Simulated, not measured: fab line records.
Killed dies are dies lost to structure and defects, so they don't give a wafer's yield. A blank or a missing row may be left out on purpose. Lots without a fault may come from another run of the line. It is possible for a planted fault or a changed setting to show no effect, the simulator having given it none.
fab line records -- flow rit-cmos
[record] lots = 6, wafers = 18, last-day = 7
route steps=202 shown NLDD@113 PLDD@114 SPACER@125 M1@202
lots that met no fault: from a run of the same line without faults
start-h: the number of hours between the record's first day and the start of the first shown wafer of the lot -- wait-h: hours from the lot's prior step to this one -- " as in the row above -- L1.1+2: several wafers, shown together as one row -- - no value, or no start given -- * or withheld: withheld -- < > ~ a bound
route shown NAME@n: names a module that has steps shown in the file, with the first one's number in the route -- usual: mean/standard deviation taken from wafers without a fault -- same: alike in all rows -- chamber/n: place in a boat -- sites: readings site by site -- _std_site: the standard deviation of these -- _edge_site: the outer-site mean with the inner-site mean subtracted -- radius-mm: for every site, how far away it sits from the centre of the wafer -- mask NAME#n: copy n -- behind: the most recent tool/chamber to have shaped the wafer -- hold: cause of the lot's hold/its duration in hours/its outcome -- device: transistor that didn't switch, given as n, p or np -- end of line: the route-end tests of the same wafers -- for a step that has no rows: nothing shown but its recipe -- killed: not the wafer's yield, but the dies lost to structure and defects at the first sort -- map: the dies of a wafer, with x for killed, . for not killed, _ for no die there
set.NAME: the run value of the setting; set.NAME@STEP: its run value at that earlier step -- model.NAME: the simulator's own value behind a step, which no gauge read
lots at selected steps of the route; one table per step, one row per wafer
services: a tool's chamber out of use, with start hour (start-h, from the record's first day; less than 0 if before it), hours out, and reason
[[steps]]
[step RIT_NLDD_TW_MEAS_10]
[usual] NLDD_TW = 2479/19
lot.wafer,tool,chamber,start-h,wait-h,NLDD_TW
L180.1,film-metro-03,-,51.20,0.2,2476
L180.5,film-metro-03,-,51.20,0.2,2485
L180.6,film-metro-03,-,51.20,0.2,2489
L183.3,film-metro-03,-,63.15,0.1,2485
L183.5,film-metro-03,-,63.15,0.1,2489
L183.6,film-metro-03,-,63.15,0.1,2488
L184.2,film-metro-03,-,70.84,0.1,2485
L184.4,film-metro-03,-,70.84,0.1,2487
L184.6,film-metro-03,-,70.84,0.1,2491
L187.4,film-metro-02,-,83.21,0.1,2502
L187.5,film-metro-02,-,83.21,0.1,2486
L187.6,film-metro-02,-,83.21,0.1,2494
L195.2,film-metro-01,-,123.06,0.1,2464
L195.3,film-metro-01,-,123.06,0.1,2467
L195.4,film-metro-01,-,123.06,0.1,2469
L200.4,film-metro-02,-,147.82,0.1,2475
L200.5,film-metro-02,-,147.82,0.1,2481
L200.6,film-metro-02,-,147.82,0.1,2476
[step RIT_PLDD_HMDS_00]
[recipe] prime-time-s = 60, prime-temp-c = 140
[step RIT_PLDD_COAT_01]
[recipe] resist = NOVOLAK, spin-rpm = 3250, resist-thk-nm = 1000
[step RIT_PLDD_SOFTBAKE_02]
[recipe] resist = NOVOLAK, temp-c = 90, time-s = 60
[step RIT_PLDD_EXPOSE_03]
[recipe] mask-id = M8, na = 0.57, target-cd-nm = 40900, dose-mj = 250
[step RIT_PLDD_PEB_04]
[recipe] resist = NOVOLAK, temp-c = withheld, time-s = withheld
[step RIT_PLDD_DEVELOP_05]
[recipe] resist = NOVOLAK, develop-time-s = 50, dev-temp-c = 23
[step RIT_PLDD_OVL_MEAS_06]
[usual] PLDD_OVL = -0.1/1.5
lot.wafer,tool,chamber,start-h,wait-h,PLDD_OVL[nm]
L180.1,overlay-02,-,52.11,-,0.4
L180.5,overlay-02,-,52.11,-,0.0
L180.6,overlay-02,-,52.11,-,-0.7
L183.3,overlay-02,-,64.05,-,0.3
L183.5,overlay-02,-,64.05,-,0.0
L183.6,overlay-02,-,64.05,-,1.9
L184.2,overlay-01,-,71.89,-,-0.8
L184.4,overlay-01,-,71.89,-,-2.2
L184.6,overlay-01,-,71.89,-,-1.0
L187.4,overlay-02,-,84.23,-,-0.7
L187.5,overlay-02,-,84.23,-,0.3
L187.6,overlay-02,-,84.23,-,-0.6
L195.2,overlay-02,-,124.09,-,1.2
L195.3,overlay-02,-,124.09,-,0.8
L195.4,overlay-02,-,124.09,-,-1.4
L200.4,overlay-01,-,148.72,-,-0.1
L200.5,overlay-01,-,148.72,-,-0.3
L200.6,overlay-01,-,148.72,-,-1.7
[step RIT_PLDD_HARDBAKE_07]
[recipe] resist = NOVOLAK, temp-c = 140, time-s = 60
[step RIT_PLDD_IMPLANT_08]
[recipe] species = BF2, energy-kev = 20, dose-cm2 = 9e+14, tilt-deg = 7
[step RIT_PLDD_STRIP_09]
[recipe] chemistry = O2, time-s = 180, resist = NOVOLAK, platen-temp-c = withheld, power-w = 500, pressure-mtorr = 4000, o2-flow-sccm = 4000
[usual] chamber-pressure-mTorr = 4001/3.6, drypump-motor-current-A = 5.8/0.38
lot.wafer,tool,chamber,start-h,wait-h,chamber-pressure-mTorr,drypump-motor-current-A,rf-hours-counter-h
L180.1,plasma-asher-02,0,52.51,0.1,4008,6.4,26
L180.5,plasma-asher-02,0,52.51,0.1,4002,6.4,-
L180.6,plasma-asher-02,1,52.51,0.1,3996,5.6,-
L183.3,plasma-asher-02,0,64.43,0.1,3996,6.4,-
L183.5,plasma-asher-02,0,64.43,0.1,4001,6.4,-
L183.6,plasma-asher-02,1,64.43,0.1,3999,5.5,-
L184.2,plasma-asher-04,1,72.22,0.1,4005,5.3,43
L184.4,plasma-asher-04,1,72.22,0.1,4001,5.4,-
L184.6,plasma-asher-04,0,72.22,0.1,4001,5.8,-
L187.4,plasma-asher-04,1,84.61,0.1,4002,5.4,-
L187.5,plasma-asher-04,0,84.61,0.1,4004,5.7,-
L187.6,plasma-asher-04,1,84.61,0.1,4007,5.4,-
L195.2,plasma-asher-03,0,124.42,0.1,4008,6.3,1
L195.3,plasma-asher-03,0,124.42,0.1,4000,6.3,-
L195.4,plasma-asher-03,1,124.42,0.1,4004,5.6,-
L200.4,plasma-asher-04,0,149.10,0.1,4004,5.8,-
L200.5,plasma-asher-04,1,149.10,0.1,4003,5.4,-
L200.6,plasma-asher-04,0,149.10,0.1,3999,5.8,-
[step RIT_PLDD_TW_MEAS_10]
[usual] PLDD_TW = 2343/20
lot.wafer,tool,chamber,start-h,wait-h,PLDD_TW
L180.1,film-metro-01,-,52.69,0.1,2323
L180.5,film-metro-01,-,52.69,0.1,2321
L180.6,film-metro-01,-,52.69,0.1,2320
L183.3,film-metro-02,-,64.57,0.1,2342
L183.5,film-metro-02,-,64.57,0.1,2347
L183.6,film-metro-02,-,64.57,0.1,2359
L184.2,film-metro-02,-,72.40,0.1,2351
L184.4,film-metro-02,-,72.40,0.1,2357
L184.6,film-metro-02,-,72.40,0.1,2356
L187.4,film-metro-03,-,84.76,0.1,2336
L187.5,film-metro-03,-,84.76,0.1,2342
L187.6,film-metro-03,-,84.76,0.1,2348
L195.2,film-metro-03,-,124.60,0.1,2375
L195.3,film-metro-03,-,124.60,0.1,2389
L195.4,film-metro-03,-,124.60,0.1,2388
L200.4,film-metro-02,-,149.24,0.1,2340
L200.5,film-metro-02,-,149.24,0.1,2327
L200.6,film-metro-02,-,149.24,0.1,2345
[step RIT_SPACER_CLEAN_00]
[recipe] chemistry = SC1, mix = 3:3:50, time-s = 600, temp-c = 75
[usual] run-length-s = 630/3.7
lot.wafer,tool,chamber,start-h,wait-h,run-length-s
L180.1,wet-bench-02,2,52.75,0.1,626
L180.5,wet-bench-02,2,52.75,0.1,626
L180.6,wet-bench-02,2,52.75,0.1,626
L183.3,wet-bench-03,3,64.61,0.0,631
L183.5,wet-bench-03,3,64.61,0.0,631
L183.6,wet-bench-03,3,64.61,0.0,631
L184.2,wet-bench-02,3,72.45,0.0,670
L184.4,wet-bench-02,3,72.45,0.0,670
L184.6,wet-bench-02,3,72.45,0.0,670
L187.4,wet-bench-02,2,84.79,0.0,679
L187.5,wet-bench-02,2,84.79,0.0,679
L187.6,wet-bench-02,2,84.79,0.0,679
L195.2,wet-bench-03,2,124.65,0.0,632
L195.3,wet-bench-03,2,124.65,0.0,632
L195.4,wet-bench-03,2,124.65,0.0,632
L200.4,wet-bench-03,3,149.27,0.0,624
L200.5,wet-bench-03,3,149.27,0.0,624
L200.6,wet-bench-03,3,149.27,0.0,624
[step RIT_SPACER_CLEAN_01]
[recipe] chemistry = dHF, dilution = 50:1, time-s = 30
[step RIT_M1_PROBE_99]
[usual] killed_at_M0_to_M3 = 0.0/0.083, killed-at-contacts = 0.1/0.25, killed-at-front-end = 6.3/2.9, killed-dies = 6.4/2.9, killed-open = 3.3/2.1, killed-short = 3.1/1.7
[same] gross-dies = 264, killed_at_M4_up = 0, killed-at-back-side = 0, killed-at-other = 0
lot.wafer,tool,chamber,start-h,wait-h,killed_at_M0_to_M3,killed-at-contacts,killed-at-front-end,killed-dies,killed-open,killed-short
L187.4,prober-01,-,98.82,0.2,0,0,6,6,1,4
L187.5,prober-01,-,98.87,0.2,0,0,9,9,2,5
L187.6,prober-01,-,98.92,0.2,0,0,5,5,3,2
L195.2,prober-02,-,139.78,0.1,0,0,7,7,4,3
L195.3,prober-02,-,139.83,0.2,0,0,8,8,4,4
L195.4,prober-02,-,139.88,0.2,0,0,10,10,5,5
L200.4,prober-01,-,163.82,0.2,0,0,10,10,7,3
L200.5,prober-01,-,163.87,0.2,0,0,7,7,2,5
L200.6,prober-01,-,163.92,0.2,0,0,3,3,2,1
// killed by level:class
L187.4 SILICIDE:geometric-particle:short=3 FOX2:geometric-particle:short=1 GATE:geometric-particle:open=1 NRETRO:coat-microbubble-printed=1
L187.5 GATE:geometric-particle:short=2 NRETRO:coat-microbubble-printed=2 FOX2:geometric-particle:short=1 GATE:geometric-particle:open=1 SPACER:geometric-particle:short=1 SILICIDE:geometric-particle:short=1 SILICIDE:geometric-particle:open=1
L187.6 ACTIVE:geometric-particle:short=1 REOX:geometric-particle:short=1 REOX:geometric-particle:open=1 SPACER:geometric-particle:open=1 SILICIDE:geometric-particle:open=1
L195.2 GATE:geometric-particle:open=3 GATE:geometric-particle:short=2 REOX:geometric-particle:short=1 REOX:geometric-particle:open=1
L195.3 GATE:geometric-particle:short=2 GATE:geometric-particle:open=2 FOX2:geometric-particle:short=1 REOX:geometric-particle:open=1 REOX:geometric-particle:short=1 SPACER:geometric-particle:open=1
L195.4 GATE:geometric-particle:short=2 SPACER:geometric-particle:short=2 FOX1:geometric-particle:short=1 FOX1:geometric-particle:open=1 GATE:geometric-particle:open=1 REOX:geometric-particle:open=1 SPACER:geometric-particle:open=1 SILICIDE:geometric-particle:open=1
L200.4 GATE:geometric-particle:open=2 SILICIDE:geometric-particle:open=2 FOX1:geometric-particle:open=1 FOX2:geometric-particle:short=1 FOX2:geometric-particle:open=1 GATE:geometric-particle:short=1 REOX:geometric-particle:open=1 SILICIDE:geometric-particle:short=1
L200.5 SILICIDE:geometric-particle:short=3 FOX1:geometric-particle:short=1 GATE:geometric-particle:open=1 GATE:geometric-particle:short=1 SILICIDE:geometric-particle:open=1
L200.6 FOX1:geometric-particle:open=1 GATE:geometric-particle:short=1 REOX:geometric-particle:open=1
[[services]]
tool,chamber,start-h,hours,kind
plasma-asher-03,-,52.92,0.6,repair
plasma-asher-03,-,108.80,9.0,pm
plasma-asher-03,0,108.80,9.0,vent-cycle
plasma-asher-03,1,108.80,9.0,vent-cycle
plasma-asher-02,-,110.74,10.5,repair
plasma-asher-03,0,117.80,-,clean
plasma-asher-03,1,117.80,-,clean
plasma-asher-04,-,125.93,8.0,repair
[[key]]
[first-sign] step = RIT_SPACER_CLEAN_00, reading = run-length-s, direction = up, sigmas = 12, usual = *, struck = *
effect none on later readings
met-at RIT_SPACER_CLEAN_00
struck-wafers L184.2,L184.4,L184.6,L187.4,L187.5,L187.6
tester-left-out L184,L187
onset-between 52.75 72.45
[fault] kind = process-parameter-drift, tool = wet-bench-02, chamber = -, onset-h = 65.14, steps = RIT_SPACER_CLEAN_00, channel = time-s, offset = *, shape = step, end-h = 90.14, acts-in = *, stated = *
// tester-left-out: of these lots the tester's yield and bins aren't shown, on N5 and GAA mostly nor the transistor test; their killed dies are dies lost to structure and defects alone, not to doping, threshold or leakage, so they don't give the yield
